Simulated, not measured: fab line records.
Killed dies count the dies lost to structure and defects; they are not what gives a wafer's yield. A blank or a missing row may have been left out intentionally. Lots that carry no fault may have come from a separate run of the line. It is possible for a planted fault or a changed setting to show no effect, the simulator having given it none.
A sampling plan put to the test -- flow rit cmos -- one line in one fab, 9 faults in these records, each fault weighed on the records of the lots it struck
What counts as the plan is the set of the line's own looks, namely the steps on the route at which a gauge or an inspection reads a wafer and does not change it. Where struck wafers have a number at a look and the file lists that look's usual mean and standard deviation on fault-free wafers, the look can be judged. Caught: 4 or more of those standard deviations (sigma) separate the usual mean from the mean of the struck wafers at a look after the fault's first step. On the tool: the same test on the tool's own readings at the fault's steps. It also counts as caught if the struck wafers ran another recipe or if their record alone is blank.

THE FAULTS, as the simulator had put them in
1. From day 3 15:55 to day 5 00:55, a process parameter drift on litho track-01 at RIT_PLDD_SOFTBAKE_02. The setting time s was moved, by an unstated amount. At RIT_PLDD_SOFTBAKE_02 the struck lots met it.
2. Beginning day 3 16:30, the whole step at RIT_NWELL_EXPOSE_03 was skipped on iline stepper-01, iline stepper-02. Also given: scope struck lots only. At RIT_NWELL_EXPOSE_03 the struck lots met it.
3. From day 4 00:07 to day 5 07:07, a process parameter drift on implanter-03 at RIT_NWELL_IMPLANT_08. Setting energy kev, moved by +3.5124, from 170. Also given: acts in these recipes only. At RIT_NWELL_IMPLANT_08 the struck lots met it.
4. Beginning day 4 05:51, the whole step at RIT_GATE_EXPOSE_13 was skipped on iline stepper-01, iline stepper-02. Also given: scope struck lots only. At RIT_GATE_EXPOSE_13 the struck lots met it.
5. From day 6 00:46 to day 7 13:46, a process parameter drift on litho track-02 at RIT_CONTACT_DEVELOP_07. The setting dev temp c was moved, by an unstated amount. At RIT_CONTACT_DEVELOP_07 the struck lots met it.
6. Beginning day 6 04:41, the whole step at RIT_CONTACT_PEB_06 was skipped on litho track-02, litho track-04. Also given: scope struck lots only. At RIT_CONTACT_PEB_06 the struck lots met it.
7. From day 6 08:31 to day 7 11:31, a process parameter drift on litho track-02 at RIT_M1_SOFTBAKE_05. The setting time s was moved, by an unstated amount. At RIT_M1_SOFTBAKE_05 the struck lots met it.
8. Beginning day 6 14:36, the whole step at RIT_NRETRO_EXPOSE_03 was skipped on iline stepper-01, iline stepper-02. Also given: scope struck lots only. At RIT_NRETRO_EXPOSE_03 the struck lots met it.
9. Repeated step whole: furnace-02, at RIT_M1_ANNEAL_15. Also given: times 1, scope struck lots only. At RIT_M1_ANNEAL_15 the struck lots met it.

WHAT THE PLAN SAW
fault,on the tool itself,first look that catches it,"reading, sigma",median hours from its first step to that look,hours from the fault's start to the first struck lot there,judged looks passed uncaught
1,run length s +40 sigma,no look after it can be judged,-,-,-,0
2,no reading that can be judged,none of the 2 looks that can be judged after it,-,-,-,2
3,beam energy keV +73 sigma,not the one look that can be judged after it,-,-,-,1
4,no reading that can be judged,no look after it can be judged,-,-,-,0
5,developer temp C -6.0 sigma,no look after it can be judged,-,-,-,0
6,no reading that can be judged,not the one look that can be judged after it,-,-,-,1
7,run length s -16 sigma,no look after it can be judged,-,-,-,0
8,no reading that can be judged,none of the 2 looks that can be judged after it,-,-,-,2
9,no reading that can be judged,no look after it can be judged,-,-,-,0
A dash: this means the fault isn't caught or the number doesn't appear in these records.

Caught at a look: 0 of 9. Caught on the tool: 4 of 9. By one or the other: 4 of 9.
On the tool alone, faults 1, 3, 5, 7 were caught.
Caught by neither: faults 2, 4, 6, 8, 9.
